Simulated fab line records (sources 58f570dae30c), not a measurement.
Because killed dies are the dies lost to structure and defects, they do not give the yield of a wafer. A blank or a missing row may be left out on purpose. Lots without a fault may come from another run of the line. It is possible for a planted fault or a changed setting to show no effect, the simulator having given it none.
What tool caused it? -- flow berkeleyCmos170 -- 14 lots with 42 wafers sampled at 2 steps, on a route of 331 steps

WHAT THE GAUGES READ, wafer by wafer
UCB170_NSD_CD_MEAS_06: target cd 1200 nm. Usual: cdNm 1199.8 nm, standard deviation 1.5.
lot,measured,on,cdNm (nm),flag
L556,day 6 22:25,cdSem-02,1198.8 1199.5 1199.5,
L557,day 6 22:58,cdSem-02,1197.4 1196.3 1197.1,
L558,day 7 14:20,cdSem-02,1201.6 1199.8 1201.1,
L560,day 7 22:25,cdSem-01,1199.9 1200.1 1198.8,
L564,day 7 23:47,cdSem-01,1200.8 1201.2 1201.0,
L563,day 7 23:53,cdSem-02,1201.9 1202.5 1200.1,
L566,day 9 00:43,cdSem-02,1198.4 1196.9 1198.1,
L565,day 9 01:06,cdSem-02,1198.0 1198.3 1198.3,
L567,day 9 01:22,cdSem-01,1198.9 1199.3 1200.0,
L570,day 9 07:46,cdSem-01,1198.9 1199.0 1198.5,
L568,day 9 08:03,cdSem-02,1200.9 1202.7 1200.5,
L573,day 10 03:05,cdSem-01,1198.5 1197.5 1197.6,
L579,day 11 15:22,cdSem-01,1201.6 1200.5 1200.3,
L578,day 12 05:16,cdSem-02,1200.5 1200.6 1199.9,

UCB170_M2_THK_MEAS_03: measures by xrf. Usual: M2_AL_THK typically reads 889 nm, with standard deviation 13.
lot,measured,on,M2_AL_THK (nm),flag
L556,day 7 15:48,filmMetro-03,904 891 894,
L557,day 7 16:49,filmMetro-04,912 908 907,
L558,day 8 10:04,filmMetro-03,891 879 887,
L560,day 8 17:47,filmMetro-04,895 909 873,
L564,day 8 17:15,filmMetro-04,904 880 902,
L563,day 8 17:21,filmMetro-01,905 906 906,
L566,day 9 18:43,filmMetro-04,888 894 877,
L565,day 9 19:15,filmMetro-04,896 897 894,
L567,day 9 18:57,filmMetro-03,882 874 875,
L570,day 10 07:11,filmMetro-03,895 884 878,
L568,day 10 07:41,filmMetro-04,888 907 904,
L573,day 10 23:49,filmMetro-03,869 883 868,
L579,day 12 11:30,filmMetro-01,875 890 885,
L578,day 13 01:13,filmMetro-04,870 885 891,

WHICH TOOL RAN EACH LOT (tool, then ch and the chambers of the sampled wafers, then the start)
Before these readings, the record contains no process step.

WHAT THE TOOLS THEMSELVES READ (means of the sampled wafers that have a number; where no wafer has one, the mark that the record gives instead)
The record holds no such reading with a usual standard deviation.

THE ANSWER, worked out from the rows above alone
Rule: a lot is off if the mean of its wafers that have a number lies more than 3 standard deviations from the usual mean. A lot without any number at a reading at which 4 lots or more have one is off too. All remaining lots with rows at the step are treated as sound. First the gauges in route order, then the tools' own readings, where a lot's mean is used as printed above. The first step at which some lot is off is used, and at that step the reading that is off furthest; a lot without a number counts as furthest.
None of the lots is off at any reading shown; this tells nothing.

WHAT HAD BEEN PUT IN BY THE SIMULATOR
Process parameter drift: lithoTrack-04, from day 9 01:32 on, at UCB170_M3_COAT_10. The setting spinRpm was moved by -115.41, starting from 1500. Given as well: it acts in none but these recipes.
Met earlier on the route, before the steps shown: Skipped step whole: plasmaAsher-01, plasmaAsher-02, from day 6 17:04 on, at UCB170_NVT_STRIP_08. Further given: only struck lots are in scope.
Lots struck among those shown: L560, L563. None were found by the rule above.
